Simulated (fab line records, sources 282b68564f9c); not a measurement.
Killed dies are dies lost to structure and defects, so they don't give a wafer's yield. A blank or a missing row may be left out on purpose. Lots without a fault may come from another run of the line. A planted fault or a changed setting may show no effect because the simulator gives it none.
Split-lot experiment | flow rit_cmos | 5 lots, 23 wafers read, on a route of 202 steps

THE SPLIT
At RIT_NLDD_SOFTBAKE_02 (time 60 s), the setting temp_c was moved away from the recipe's 90 C on 6 of the 23 wafers read, by -2.3% to -1.7%. The other wafers ran this setting at the recipe's value.

FROM THE SPLIT TO THE READING: what the file shows between them, 2 steps
- RIT_NLDD_EXPOSE_03: exposes mask M7, target cd 40700 nm
- RIT_NLDD_PEB_04

THE READING
NOVOLAK_of_NLDD_COAT_01.thk_nm (the simulator's own value, which no gauge read), in nm, at RIT_NLDD_DEVELOP_05 (develop time 50 s). The file gives no usual value for it. The 17 wafers here that ran the recipe average 999.3 nm, standard deviation 2.4 nm.

wafer  | tool, chamber at the split | temp_c as run, C | against the recipe | NOVOLAK_of_NLDD_COAT_01.thk_nm, nm | against lot-mates on the recipe
L077.1 | litho_track-02, 0          | 87.91            | -2.3%              | 1008                               | +5.0
L077.2 | litho_track-02, 0          | 87.91            | -2.3%              | 1007                               | +4.0
L077.3 | litho_track-02, 0          | 90               | recipe             | 1003                               | -
L077.4 | litho_track-02, 0          | 90               | recipe             | 1003                               | -
L077.6 | litho_track-02, 0          | 87.91            | -2.3%              | 1009                               | +6.0
L076.2 | litho_track-02, 0          | 90               | recipe             | 999.1                              | -
L076.3 | litho_track-02, 0          | 90               | recipe             | 999.8                              | -
L076.4 | litho_track-02, 0          | 90               | recipe             | 998.4                              | -
L080.2 | litho_track-01, 0          | 90               | recipe             | 1001                               | -
L080.6 | litho_track-01, 0          | 90               | recipe             | 1001                               | -
L080.3 | litho_track-01, 0          | 90               | recipe             | 1002                               | -
L080.5 | litho_track-01, 0          | 90               | recipe             | 1002                               | -
L080.4 | litho_track-01, 0          | 90               | recipe             | 1000                               | -
L082.1 | litho_track-03, 0          | 90               | recipe             | 998.6                              | -
L082.2 | litho_track-03, 0          | 90               | recipe             | 998.1                              | -
L082.3 | litho_track-03, 0          | 90               | recipe             | 996.8                              | -
L082.4 | litho_track-03, 0          | 90               | recipe             | 995.4                              | -
L082.5 | litho_track-03, 0          | 90               | recipe             | 998.2                              | -
L085.1 | litho_track-03, 0          | 90               | recipe             | 995.2                              | -
L085.2 | litho_track-03, 0          | 88.5             | -1.7%              | 999.5                              | +3.6
L085.3 | litho_track-03, 0          | 88.5             | -1.7%              | 1000                               | +4.1
L085.4 | litho_track-03, 0          | 88.5             | -1.7%              | 1001                               | +5.1
L085.6 | litho_track-03, 0          | 90               | recipe             | 996.6                              | -

THE FIT
A straight line over all 23 wafers: NOVOLAK_of_NLDD_COAT_01.thk_nm changes by -2.73 nm for each +1% of temp_c; r = -0.68; the points scatter about the line by 2.7 nm.
The same after taking each lot's own level away (the mean of its wafers on the recipe; 23 wafers): -2.28 nm for each +1%; r = -0.93; scatter 0.87 nm.
On that fit, the largest move of temp_c shifts the reading by 5.3 nm.
The lots' own levels span 995.90 to 1003.00 nm, that is 3.0 times the standard deviation above.
So the lot-to-lot level blurs the effect unless lot-mates are compared.
Check: with one of the wafers moved furthest among these (-2.3%) left out of the fit, the line predicts +5.41 nm for it against its lot-mates. It came out at +5 nm against them.

OTHER SPLITS ON THESE WAFERS
These wafers also went through other splits before the reading. Each is held against what the fit with the lots' levels taken away leaves over:
other split on the same wafers  | wafers away from the commonest value | r with NOVOLAK_of_NLDD_COAT_01.thk_nm (lot level and that fit taken away)
RIT_ACTIVE_ETCH_13 rf_w         | 6                                    | +0.05
RIT_NWELL_HARDBAKE_07 temp_c    | 11                                   | +0.45
RIT_NWELL_IMPLANT_08 dose_cm2   | 7                                    | -0.08
RIT_PWELL_IMPLANT_08 dose_cm2   | 8                                    | +0.00
RIT_NRETRO_SOFTBAKE_02 temp_c   | 6                                    | +0.29
RIT_NRETRO_IMPLANT_08 dose_cm2  | 8                                    | +0.06
RIT_GATE_OXIDATION_05 ox_time_s | 15                                   | +0.07
RIT_GATE_EXPOSE_13 dose_mj      | 8                                    | +0.16
RIT_GATE_STRIP_20 o2_flow_sccm  | 7                                    | +0.09

THE FILE'S OWN FIT
NOVOLAK_of_NLDD_COAT_01.thk_nm changes by -2.33 nm for each +1% of temp_c, r = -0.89.
